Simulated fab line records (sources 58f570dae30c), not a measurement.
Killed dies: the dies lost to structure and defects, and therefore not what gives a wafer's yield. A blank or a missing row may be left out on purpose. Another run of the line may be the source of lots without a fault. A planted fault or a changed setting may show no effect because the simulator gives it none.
The same fault as seen by 2 desks	flow berkeley cmos170	every desk sees just its own numbers, and what lay behind them comes last

== METROLOGY DESK ==
What the gauges read for every lot (on any tool): the sampled wafers with a number, averaged. Any lot whose mean is over 4 standard deviations away from the usual mean is out of limits and marked OUT; that distance is given in the brackets.
Columns: A = cd nm at UCB170_V1_CD_MEAS_90, usual 699.9 nm; B = cd nm at UCB170_V2_CD_MEAS_12, usual 699.9 nm; C = M3_AL_RS at UCB170_M3_RS_MEAS_02, usual 0.0321 ohm/sq; D = M3_AL_THK at UCB170_M3_THK_MEAS_03, usual 901 nm; E = cd nm at UCB170_M3_CD_MEAS_90, usual 700 nm
lot	first seen here	A	B	C	D	E
L659	day 7 08:28	701.0	700.9	0.0316	918	701
L661	day 7 09:53	698.0	699.3	0.0323	894	698
L660	day 7 10:35	701.6	701.6	0.0323	895	700
L662	day 7 10:56	698.5	698.2	0.0323	895	699
L664	day 7 21:22	703.2	700.6	0.0320	904	698
L671	day 9 02:35	697.8	699.5	0.0322	903	698
L669	day 9 03:43	697.6	700.1	0.0317	910	703
L672	day 9 03:59	700.8	700.1	0.0321	912	697
L673	day 10 00:01	698.6	702.1	0.0279 (-10) OUT	1033 (+11) OUT	701
L675	day 10 00:17	702.1	699.3	0.0326	880	704
L674	day 10 00:37	699.2	700.2	0.0303 (-4.4) OUT	956 (+4.6) OUT	700
L676	day 10 10:16	698.9	698.3	0.0323	886	705
L678	day 11 07:57	698.3	698.6	0.0325	893	704
L679	day 12 00:10	699.0	700.4	0.0323	898	702
Finding of this desk: L673, L674 out of limits, first seen on L673 at day 10 05:11 (M3_AL_RS at UCB170_M3_RS_MEAS_02). L659, L661, L660, L662, L664, L671, L669, L672, L675, L676, L678, L679 stayed within limits.

== THE TOOL OWNER'S DESK: pvd sputter-01 ==
The tool's own readings at UCB170_M3_SPUTTER_01 (material Al, target thk 900 nm, time 120 s): means of the sampled wafers that have a number, for each lot that ran on this tool. Any lot whose mean is over 4 standard deviations away from the usual mean is out of limits and marked OUT; that distance is given in the brackets.
Columns: A = cathode dc power W at UCB170_M3_SPUTTER_01, usual 5999.9 W; B = throttle valve pct at UCB170_M3_SPUTTER_01, usual 30.1 %
lot	first seen here	A	B
L659	day 7 15:04	5998.8	29.9
L661	day 7 16:26	5999.4	30.4
L662	day 7 17:08	6000.6	30.4
L672	day 9 10:29	6000.1	30.5
L673	day 10 05:07	6777.4 (+99 or more) OUT	30.5
L674	day 10 05:53	6260.3 (+99 or more) OUT	30.4
This desk finds L673, L674 out of limits, L673 being first, at day 10 05:07 (cathode dc power W at UCB170_M3_SPUTTER_01). L659, L661, L662, L672 stayed within limits.

== TAKEN TOGETHER ==
The tool owner's desk could have raised an alarm at day 10 05:07, on L673, L674.
The metrology desk could have raised an alarm at day 10 05:11, on L673, L674.
The lots listed all ran UCB170_M3_SPUTTER_01 on pvd sputter-01.

== WHAT THE SIMULATOR HAD PUT IN ==
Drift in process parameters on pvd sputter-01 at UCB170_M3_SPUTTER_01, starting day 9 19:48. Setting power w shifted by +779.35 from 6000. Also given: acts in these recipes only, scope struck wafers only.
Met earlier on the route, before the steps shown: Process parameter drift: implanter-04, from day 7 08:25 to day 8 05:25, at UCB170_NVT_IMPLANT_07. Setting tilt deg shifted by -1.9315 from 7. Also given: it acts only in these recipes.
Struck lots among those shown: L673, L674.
Hours from the fault's start to each desk's first reading out of limits: the tool owner's desk, 9; the metrology desk, 9.
